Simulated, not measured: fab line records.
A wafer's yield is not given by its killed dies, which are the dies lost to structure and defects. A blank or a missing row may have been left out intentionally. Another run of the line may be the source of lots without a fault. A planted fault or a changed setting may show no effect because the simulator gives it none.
A struck lot beside a sound one | flow rit-cmos | 30 steps out of a route of 202
Sound: the wafers L569.3, L569.5, L569.6. The struck wafers were L579.2, L579.3, L579.6. At the end, the cause is stated.
Order at every step that has rows: each side's tool, ch and its chambers, its first start. Under that, the readings that differ: sound wafers | struck wafers | difference of the means | sigmas: that difference in standard deviations of wafers without a fault.
alike: readings with means less than 2 such deviations apart, plus words and numbers identical on both sides. not compared: withheld readings, readings lacking a value on some wafer, bounds such as >300 that could conceal the same value, and numbers that have no deviation in the record and whose values overlap.
A row with sigmas, a row that says differs or no value, or rows on one side alone: a step with any of these is where the two part. Non-overlapping numbers with no deviation appear without sigmas and do not part them. A reading that every wafer of one side lacks parts them only if that side has two wafers or more.

RIT_FOX2_THK_MEAS_01:
  sound on film-metro-01, day 1 23:23; struck on film-metro-01, day 4 05:04
  alike: FOX2_OXIDE_THK
then, 2 steps without rows for these wafers: RIT_FOX2_CLEAN_02 (cleans in dHF, time 180 s); RIT_FOX2_WET_ETCH_03 (etches Si3N4 in H3PO4, target depth 195 nm, time 2700 s).
RIT_FOX2_THK_MEAS_90:
  sound on film-metro-01, day 2 00:16; struck on film-metro-02, day 4 05:56
  alike: FIELD_OXIDE_LEFT_1_THK
then, 6 steps without rows for these wafers: RIT_NWELL_HMDS_00 (prime time 60 s); RIT_NWELL_COAT_01 (resist thk 1300 nm); RIT_NWELL_SOFTBAKE_02 (time 60 s); RIT_NWELL_EXPOSE_03 (exposes mask M2, target cd 43900 nm); RIT_NWELL_PEB_04; RIT_NWELL_DEVELOP_05 (develop time 68 s).
RIT_NWELL_OVL_MEAS_06:
  sound on overlay-01, day 2 01:28; struck on overlay-02, day 4 06:56
  alike: NWELL_OVL
then, 1 step without rows for these wafers: RIT_NWELL_HARDBAKE_07 (time 120 s).
RIT_NWELL_IMPLANT_08:
  sound on implanter-04 ch 0, day 2 01:48; struck on implanter-03 ch 0, day 4 07:14
  reading                   | sound                | struck               | difference | sigmas
  beam-energy-keV           | 170.02 169.98 169.94 | 118.95 119.01 118.99 | -51.00     | -99 or more
  model.implant.rp-nm (nm)  | 216.6 216.6 216.6    | 147.4 147.4 147.4    | -69.2      |
  model.implant.drp-nm (nm) | 68.82 68.82 68.82    | 52.37 52.37 52.37    | -16.45     |
  alike: tilt-deg
RIT_NWELL_STRIP_09: strips in O2, time 180 s.
  sound on plasma-asher-04 ch 0,1, day 2 01:58; struck on plasma-asher-04 ch 0,1, day 4 07:22
  alike: drypump-motor-current-A, o2-flow-sccm
  not compared: rf-hours-counter-h
RIT_NWELL_TW_MEAS_10:
  sound on film-metro-04, day 2 02:05; struck on film-metro-04, day 4 07:32
  reading  | sound          | struck         | difference | sigmas
  NWELL_TW | 2143 2140 2137 | 2031 2008 2011 | -123       | -4
then, 6 steps without rows for these wafers: RIT_PWELL_HMDS_00 (prime time 60 s); RIT_PWELL_COAT_01 (resist thk 1300 nm); RIT_PWELL_SOFTBAKE_02 (time 60 s); RIT_PWELL_EXPOSE_03 (exposes mask M3, target cd 43700 nm); RIT_PWELL_PEB_04; RIT_PWELL_DEVELOP_05 (develop time 68 s).
RIT_PWELL_OVL_MEAS_06:
  sound on overlay-01, day 2 03:09; struck on overlay-01, day 4 08:29
  alike: PWELL_OVL
then, 2 steps without rows for these wafers: RIT_PWELL_HARDBAKE_07 (time 120 s); RIT_PWELL_IMPLANT_08.
RIT_PWELL_STRIP_09: strips in O2, time 180 s.
  sound on plasma-asher-03 ch 0,1, day 2 03:38; struck on plasma-asher-01 ch 0,1, day 4 08:55
  alike: drypump-motor-current-A, o2-flow-sccm
  not compared: rf-hours-counter-h
RIT_PWELL_TW_MEAS_10:
  sound on film-metro-04, day 2 03:46; struck on film-metro-03, day 4 09:05
  alike: PWELL_TW
then, 1 step without rows for these wafers: RIT_WELLDRIVE_ANNEAL_00 (time 14700 s).
RIT_WELLDRIVE_RS_MEAS_01: measurement is done with a four-point probe.
  sound on film-metro-04, day 2 08:56; struck on film-metro-04, day 4 14:47
  reading           | sound             | struck            | difference | sigmas
  NWELL_RS (ohm/sq) | 274.4 273.2 273.9 | 277.9 278.5 277.9 | +4.3       | +6
RIT_WELLDRIVE_RS_MEAS_02: measurement is done with a four-point probe.
  sound on film-metro-04, day 2 09:03; struck on film-metro-04, day 4 14:54
  alike: PWELL_RS
RIT_M1_PROBE_99:
  sound on prober-01, day 3 13:34; struck on prober-01, day 5 20:58
  reading                                        | sound                | struck               | difference | sigmas
  model.etest.nwell-pinched.rs-ohm-sq            | 336.9 339.6 335.5    | 357.1 353.8 354.3    | +17.7      |
  model.etest.well-edge-right.line-ohm-um        | 183.5 182.3 179.8    | 192.9 192.8 190.9    | +10.3      |
  model.etest.well-edge-left.line-ohm-um         | 181.6 181.7 180.4    | 192.2 191 193.7      | +11.1      |
  model.etest.field-p-metal.vt-v (V)             | -30.02 -30.7 -30.73  | -24.31 -24.54 -24.89 | +5.90      |
  model.etest.field-p.vt-v (V)                   | -12.9 -12.94 -12.96  | -10.69 -10.71 -10.7  | +2.23      |
  model.etest.iso-nwell-nwell.bv-v (V)           | 21.18 21.93 21.39    | 22.55 22.55 22.77    | +1.12      |
  model.etest.iso-pplus-pwell.lateral-log10-a-um | -9.245 -9.266 -9.266 | -9.193 -9.215 -9.203 | +0.055     |
  alike: killed-at-contacts, killed-at-front-end, killed-dies, killed-on-rim, killed-open, killed-short
  not compared: model.etest.vpnp.gain

== WHERE THEY PART ==
First at RIT_NWELL_IMPLANT_08; last, within this record, at RIT_WELLDRIVE_RS_MEAS_01. Later steps at which nothing parts them and some readings are alike: RIT_WELLDRIVE_RS_MEAS_02, RIT_M1_PROBE_99.

WHY: whatever the simulator had introduced
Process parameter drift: implanter-03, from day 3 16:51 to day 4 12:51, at RIT_NWELL_IMPLANT_08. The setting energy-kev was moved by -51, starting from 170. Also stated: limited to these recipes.
